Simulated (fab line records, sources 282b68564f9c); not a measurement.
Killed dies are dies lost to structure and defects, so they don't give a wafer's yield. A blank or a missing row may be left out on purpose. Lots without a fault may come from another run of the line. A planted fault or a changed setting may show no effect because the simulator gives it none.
fab line records | flow rit_cmos
record lots=14 wafers=42 last_day=8
route steps=202 shown GATE@87 M1@202
lots that met no fault: from a run of the same line without faults
start_h: hours from the record's first day to the start of the lot's first wafer shown | wait_h: hours since the lot's step before | " the same as in the row above | L1.1+2: a row that stands for several wafers | - no value, or no start given | * or withheld: withheld | < > ~ a bound
route shown NAME@n: a module of which the file shows steps, and the number in the route of the first | usual: mean/standard deviation of fault-free wafers | same: alike in all rows | chamber/n: place in a boat | sites: the reading at each site | _std_site: their standard deviation | _edge_site: outer sites' mean less inner sites' | radius_mm: how far each site lies from the wafer's centre | mask NAME#n: copy n | behind: the tool/chamber that last shaped the wafer | hold: why the lot was held/for how many hours/how that ended | device: the transistor (n, p or np) that didn't switch | end of line: the same wafers' tests at the end of the route | a step without rows: its recipe alone | killed: dies lost to structure and defects at the first sort, not the wafer's yield | map: a wafer's dies, x killed, . not, _ none there
set.NAME: the setting as run; set.NAME@STEP: as run at that earlier step | model.NAME: the simulator's own value behind a step, which no gauge read
steps of the route over a sample of lots; a table a step, a row a wafer
## steps
# step RIT_GATE_COAT_11
# recipe resist=NOVOLAK spin_rpm=4250 resist_thk_nm=850
# usual chill_plate_temp_C=23.01/0.12 resist_line_temp_C=22.98/0.12 spin_speed_rpm=4250/3.3
# columns lot.wafer tool chamber start_h wait_h chill_plate_temp_C resist_line_temp_C spin_speed_rpm
L120.1 litho_track-04 0 37.41 0.1 23.07 23.02 4249
L120.2 " 0 " " 23.11 22.92 4252
L120.4 " 0 " " 23.25 22.86 4246
L122.1 litho_track-01 0 49.57 0.1 22.90 22.95 4249
L122.3 " 0 " " 22.94 23.00 4250
L122.6 " 0 " " 23.01 22.97 4255
L123.2 litho_track-01 0 53.59 0.1 23.17 22.94 4250
L123.4 " 0 " " 23.04 22.84 4252
L123.6 " 0 " " 23.18 22.98 4254
L124.1 litho_track-04 0 59.69 0.1 23.03 23.17 4251
L124.5 " 0 " " 22.93 22.99 4256
L124.6 " 0 " " 23.18 23.00 4247
L126.3 litho_track-04 0 71.51 0.1 23.17 23.18 4256
L126.5 " 0 " " 23.05 23.03 4250
L126.6 " 0 " " 22.96 22.94 4253
L128.2 litho_track-01 0 79.64 0.1 23.08 23.02 4251
L128.4 " 0 " " 23.24 23.01 4245
L128.6 " 0 " " 23.33 22.86 4248
L129.1 litho_track-03 0 87.55 0.1 23.12 23.10 4247
L129.3 " 0 " " 23.06 22.92 4251
L129.6 " 0 " " 23.02 23.08 4251
L130.3 litho_track-03 0 90.09 0.1 23.03 22.99 4250
L130.4 " 0 " " 22.94 23.04 4251
L130.6 " 0 " " 22.96 22.95 4251
L135.1 litho_track-04 0 123.86 0.1 23.00 22.87 4461
L135.4 " 0 " " 22.98 22.99 4465
L135.6 " 0 " " 22.83 23.00 4462
L136.1 litho_track-04 0 139.57 0.1 22.98 23.20 4470
L136.3 " 0 " " 23.09 23.12 4466
L136.6 " 0 " " 23.02 23.22 4466
L138.1 litho_track-01 0 145.41 0.1 23.04 22.78 4244
L138.4 " 0 " " 23.02 22.81 4247
L138.6 " 0 " " 22.91 22.78 4247
L141.3 litho_track-03 0 160.47 0.1 23.01 22.85 4247
L141.4 " 0 " " 22.98 22.98 4246
L141.5 " 0 " " 23.12 23.02 4246
L143.1 litho_track-03 0 170.47 0.1 22.99 22.95 4251
L143.3 " 0 " " 23.20 23.02 4252
L143.4 " 0 " " 23.05 23.03 4249
L142.1 litho_track-01 0 170.91 0.1 23.02 22.96 4247
L142.2 " 0 " " 22.84 23.01 4246
L142.3 " 0 " " 22.93 23.13 4251
# step RIT_M1_PROBE_99
# usual killed_at_contacts=0.1/0.3 killed_at_front_end=7/3.1 killed_dies=7/3.1 killed_open=3.8/2.3 killed_short=3.2/1.9
# same gross_dies=264 killed_at_M0_to_M3=0 killed_at_M4_up=0 killed_at_back_side=0 killed_at_other=0
# columns lot.wafer tool chamber start_h wait_h killed_at_contacts killed_at_front_end killed_dies killed_open killed_short
L129.1 prober-02 - 108.49 0.1 0 6 6 4 2
L129.3 prober-02 - 108.59 0.2 0 1 1 1 0
L129.6 prober-02 - 108.74 0.2 1 7 8 4 4
L135.1 prober-01 - 153.93 0.1 0 4 4 2 2
L135.4 prober-01 - 154.08 0.2 0 6 6 1 5
L135.6 prober-01 - 154.18 0.2 0 8 8 4 4
L136.3 prober-02 - 165.72 0.2 0 7 7 6 1
L141.3 prober-01 - 184.42 0.2 0 11 11 7 4
L141.4 prober-01 - 184.47 0.2 0 3 3 2 1
L141.5 prober-01 - 184.52 0.2 0 4 4 3 1
L143.1 prober-02 - 194.34 0.1 0 4 4 2 2
L143.3 prober-02 - 194.44 0.2 0 10 10 8 2
L143.4 prober-02 - 194.49 0.2 0 6 6 4 2
L142.1 prober-01 - 195.84 0.1 0 3 3 1 2
L142.2 prober-01 - 195.89 0.1 0 8 8 4 4
L142.3 prober-01 - 195.94 0.2 1 7 8 4 4
# killed by level:class
L129.1 REOX:geometric_particle:short=2 FOX2:geometric_particle:open=1 GATE:geometric_particle:open=1 SPACER:geometric_particle:open=1 SILICIDE:geometric_particle:open=1
L129.3 GATE:geometric_particle:open=1
L129.6 SILICIDE:geometric_particle:short=2 FOX1:geometric_particle:open=1 FOX2:geometric_particle:short=1 GATE:geometric_particle:open=1 REOX:geometric_particle:short=1 SILICIDE:geometric_particle:open=1 CONTACT:geometric_particle:open=1
L135.1 GATE:geometric_particle:open=2 FOX1:geometric_particle:short=1 GATE:geometric_particle:short=1
L135.4 FOX2:geometric_particle:short=2 GATE:geometric_particle:short=2 FOX2:geometric_particle:open=1 SILICIDE:geometric_particle:short=1
L135.6 FOX2:geometric_particle:short=2 GATE:geometric_particle:open=2 FOX1:geometric_particle:open=1 FOX1:geometric_particle:short=1 REOX:geometric_particle:open=1 REOX:geometric_particle:short=1
L136.3 GATE:geometric_particle:open=3 FOX1:geometric_particle:open=2 FOX2:geometric_particle:open=1 GATE:geometric_particle:short=1
L141.3 SILICIDE:geometric_particle:open=4 GATE:geometric_particle:short=2 SILICIDE:geometric_particle:short=2 FOX2:geometric_particle:open=1 REOX:geometric_particle:open=1 SPACER:geometric_particle:open=1
L141.4 FOX2:geometric_particle:open=1 REOX:geometric_particle:short=1 REOX:geometric_particle:open=1
L141.5 FOX2:geometric_particle:open=1 GATE:geometric_particle:open=1 REOX:geometric_particle:short=1 REOX:geometric_particle:open=1
L143.1 GATE:geometric_particle:short=1 GATE:geometric_particle:open=1 REOX:geometric_particle:open=1 SPACER:geometric_particle:short=1
L143.3 GATE:geometric_particle:open=3 GATE:geometric_particle:short=2 REOX:geometric_particle:open=2 FOX1:geometric_particle:open=1 FOX2:geometric_particle:open=1 SPACER:geometric_particle:open=1
L143.4 SPACER:geometric_particle:open=2 SPACER:geometric_particle:short=2 FOX1:geometric_particle:open=1 REOX:geometric_particle:open=1
L142.1 GATE:geometric_particle:short=2 FOX1:geometric_particle:open=1
L142.2 SILICIDE:geometric_particle:open=2 SILICIDE:geometric_particle:short=2 FOX1:geometric_particle:short=1 GATE:geometric_particle:short=1 GATE:geometric_particle:open=1 SPACER:geometric_particle:open=1
L142.3 REOX:geometric_particle:short=2 FOX1:geometric_particle:short=1 FOX2:geometric_particle:open=1 GATE:geometric_particle:open=1 GATE:geometric_particle:short=1 REOX:geometric_particle:open=1 CONTACT:geometric_particle:open=1
## key
first_sign step=RIT_GATE_COAT_11 reading=spin_speed_rpm direction=up sigmas=65 usual=4250 struck=4465
effect none on later readings
met_at RIT_GATE_COAT_11
struck_lots L135,L136
tester_left_out L135,L136
onset_between 71.51 123.86
fault kind=process_parameter_drift tool=litho_track-04 chamber=- onset_h=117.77 steps=RIT_GATE_COAT_11 channel=spin_rpm offset=216.1 shape=step end_h=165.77 acts_in=these_recipes_only stated=4250
# tester_left_out: of these lots the tester's yield and bins aren't shown, on N5 and GAA mostly nor the transistor test; their killed dies are dies lost to structure and defects alone, not to doping, threshold or leakage, so they don't give the yield
